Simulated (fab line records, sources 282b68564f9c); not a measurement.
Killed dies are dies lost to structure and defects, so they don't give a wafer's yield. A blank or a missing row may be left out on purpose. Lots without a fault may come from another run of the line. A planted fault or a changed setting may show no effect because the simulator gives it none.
Which tool did it? | flow rit_cmos | 13 lots, 39 wafers sampled, at 1 step of a route of 202

WHAT THE GAUGES READ, wafer by wafer
The record holds no reading of a measuring or inspecting step that can be judged against a usual standard deviation.

WHICH TOOL RAN EACH LOT (tool, then ch and the chambers of the sampled wafers, then the start)
lot  | RIT_PSD_EXPOSE_03
L992 | iline_stepper-01 ch 0, day 3 15:40
L991 | iline_stepper-02 ch 0, day 3 16:23
L993 | iline_stepper-02 ch 0, day 4 03:38
L996 | iline_stepper-02 ch 0, day 4 13:03
L997 | iline_stepper-01 ch 0, day 5 04:34
L998 | iline_stepper-01 ch 0, day 5 07:26
L999 | iline_stepper-01 ch 0, day 5 10:11
L101 | iline_stepper-02 ch 0, day 5 21:14
L102 | iline_stepper-01 ch 0, day 5 21:37
L104 | iline_stepper-01 ch 0, day 6 15:30
L106 | iline_stepper-01 ch 0, day 6 21:41
L111 | iline_stepper-02 ch 0, day 8 03:18
L113 | iline_stepper-02 ch 0, day 8 19:51
- RIT_PSD_EXPOSE_03: exposes mask M10, target cd 40900 nm.

WHAT THE TOOLS THEMSELVES READ (means of the sampled wafers that have a number; where no wafer has one, the mark that the record gives instead)
RIT_PSD_EXPOSE_03.
lot  | tool             | exposure_dose_mJ_cm2
L992 | iline_stepper-01 | 249.84
L991 | iline_stepper-02 | 250.24
L993 | iline_stepper-02 | 250.08
L996 | iline_stepper-02 | 249.84
L997 | iline_stepper-01 | 249.73
L998 | iline_stepper-01 | 249.92
L999 | iline_stepper-01 | 250.48
L101 | iline_stepper-02 | 249.91
L102 | iline_stepper-01 | 249.93
L104 | iline_stepper-01 | 250.10
L106 | iline_stepper-01 | 250.36
L111 | iline_stepper-02 | 250.20
L113 | iline_stepper-02 | 250.06

THE ANSWER, worked out from the rows above alone
Rule: what is usual is taken from the lots themselves. Put in order of their means at a reading, lots are off if they are a third of the lots or fewer, leave a main group of 4 or more, and stand apart from it by a gap of 3 or more times the standard deviation of the main group's means; of several such gaps the widest counts. A main group whose means are all the same, to the digits that the tables above print for the reading, isn't used. A lot without any number at a reading at which 4 lots or more have one is off too. The other lots that the step has rows for count as sound. The gauges are gone through in route order, then the tools' own readings, and for those a lot's mean is taken as printed above. The first step at which some lot is off is used, and at that step the reading that is off furthest; a lot without a number counts as furthest.
No lot is off at any reading shown: from this, nothing can be told.

WHAT THE SIMULATOR HAD PUT IN
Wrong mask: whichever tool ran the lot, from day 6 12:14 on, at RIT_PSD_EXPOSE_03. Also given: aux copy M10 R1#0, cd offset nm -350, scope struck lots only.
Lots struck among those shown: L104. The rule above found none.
